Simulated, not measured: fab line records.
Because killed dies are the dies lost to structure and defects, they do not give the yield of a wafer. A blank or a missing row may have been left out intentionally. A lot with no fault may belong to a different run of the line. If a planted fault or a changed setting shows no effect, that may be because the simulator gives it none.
fab line records -- flow rit-cmos
record: lots: 15, wafers: 45, last-day: 7
route steps=202 shown PRETRO@65
lots untouched by any fault: they come from a run of this same line in which no faults occurred
start-h: hours from the record's opening day to when the first of the lot's shown wafers began -- wait-h: hours from the lot's prior step to this one -- " the same as in the row above -- L1.1+2: one row covering several wafers at once -- - no value present, or no start provided -- * or withheld: withheld -- < > ~ a bound
route shown NAME@n: names a module that has steps shown in the file, with the first one's number in the route -- usual: the fault-free wafers' mean and standard deviation -- same: alike in all rows -- chamber/n: place in a boat -- sites: each site's reading -- _std_site: their standard deviation -- _edge_site: inner sites' mean taken away from outer sites' mean -- radius-mm: how far each site lies from the wafer's centre -- mask NAME#n: copy n -- behind: the most recent tool/chamber to have shaped the wafer -- hold: what put the lot on hold/how long, in hours/how the hold closed -- device: names the non-switching transistor (n, p or np) -- end of line: tests of these same wafers at the route's end -- a step without rows: its recipe alone -- killed: not the wafer's yield, but the dies lost to structure and defects at the first sort -- map: the dies of a wafer, with x for killed, . for not killed, _ for no die there
set.NAME: the run value of the setting; set.NAME@STEP: its run value at that earlier step -- model.NAME: the simulator's own value behind a step, which no gauge read
a sample of lots followed through the steps of the route, with each step as a table and each wafer as a row
== steps ==
step: RIT_PRETRO_COAT_01
recipe: resist: NOVOLAK, spin-rpm: 2000, resist-thk-nm: 1300
usual: resist-line-temp-C: 23.00/0.11, spin-speed-rpm: 1999.9/1.1
lot.wafer,tool,chamber,start-h,wait-h,resist-line-temp-C,spin-speed-rpm
L928.4,litho-track-03,0,37.11,0.1,22.91,2002.0
L928.5,litho-track-03,0,37.11,0.1,22.97,2001.7
L928.6,litho-track-03,0,37.11,0.1,22.84,2001.4
L929.3,litho-track-01,0,42.92,0.1,23.03,1999.2
L929.5,litho-track-01,0,42.92,0.1,23.18,1999.6
L929.6,litho-track-01,0,42.92,0.1,23.12,1999.3
L930.2,litho-track-02,0,47.20,0.1,23.03,2001.5
L930.4,litho-track-02,0,47.20,0.1,23.01,2000.4
L930.5,litho-track-02,0,47.20,0.1,22.96,2001.5
L931.1,litho-track-03,0,52.37,0.1,22.91,2000.2
L931.2,litho-track-03,0,52.37,0.1,23.06,2000.6
L931.4,litho-track-03,0,52.37,0.1,23.07,2001.3
L936.2,litho-track-03,0,79.23,0.1,22.99,1999.0
L936.5,litho-track-03,0,79.23,0.1,22.91,1999.4
L936.6,litho-track-03,0,79.23,0.1,22.89,1997.2
L937.2,litho-track-01,0,84.80,0.1,22.91,1998.1
L937.3,litho-track-01,0,84.80,0.1,22.97,1998.5
L937.4,litho-track-01,0,84.80,0.1,23.02,1999.0
L938.1,litho-track-02,0,89.75,0.1,22.98,2000.0
L938.2,litho-track-02,0,89.75,0.1,23.04,1999.4
L938.4,litho-track-02,0,89.75,0.1,22.92,1999.9
L939.3,litho-track-03,0,94.01,0.1,22.97,1859.9
L939.4,litho-track-03,0,94.01,0.1,22.87,1858.2
L939.5,litho-track-03,0,94.01,0.1,23.20,1859.6
L940.2,litho-track-03,0,98.00,0.1,22.83,1860.4
L940.3,litho-track-03,0,98.00,0.1,22.89,1861.5
L940.6,litho-track-03,0,98.00,0.1,22.84,1859.4
L941.1,litho-track-03,0,102.88,0.1,23.02,1859.0
L941.3,litho-track-03,0,102.88,0.1,22.96,1857.8
L941.4,litho-track-03,0,102.88,0.1,22.87,1857.8
L945.3,litho-track-02,0,122.31,0.1,23.04,1999.5
L945.4,litho-track-02,0,122.31,0.1,22.95,1998.4
L945.6,litho-track-02,0,122.31,0.1,23.17,2000.6
L946.1,litho-track-01,0,126.68,0.1,22.91,2000.1
L946.2,litho-track-01,0,126.68,0.1,22.96,2002.8
L946.6,litho-track-01,0,126.68,0.1,22.89,2000.6
L947.2,litho-track-01,0,130.93,0.1,23.08,1998.5
L947.4,litho-track-01,0,130.93,0.1,22.94,1998.8
L947.5,litho-track-01,0,130.93,0.1,23.00,1998.9
L948.2,litho-track-02,0,136.77,0.1,22.94,2000.6
L948.5,litho-track-02,0,136.77,0.1,22.87,2001.4
L948.6,litho-track-02,0,136.77,0.1,23.06,2000.1
L949.1,litho-track-02,0,141.88,0.1,23.16,1999.7
L949.3,litho-track-02,0,141.88,0.1,23.07,1999.7
L949.6,litho-track-02,0,141.88,0.1,23.11,1998.5
== key ==
first-sign: step: RIT_PRETRO_COAT_01, reading: spin-speed-rpm, direction: down, sigmas: 99+, usual: 1999.9, struck: 1859.3
effect none on later readings
met-at RIT_PRETRO_COAT_01
struck-lots L939,L940,L941
tester-left-out L939,L940,L941
onset-between 79.23 94.01
fault: kind: process-parameter-drift, tool: litho-track-03, chamber: -, onset-h: 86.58, steps: RIT_PRETRO_COAT_01, channel: spin-rpm, offset: -141.07, shape: step, end-h: 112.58, acts-in: these-recipes-only, stated: 2000
tester-left-out: of these lots the tester's yield and bins aren't shown, on N5 and GAA mostly nor the transistor test; their killed dies are dies lost to structure and defects alone, not to doping, threshold or leakage, so they don't give the yield
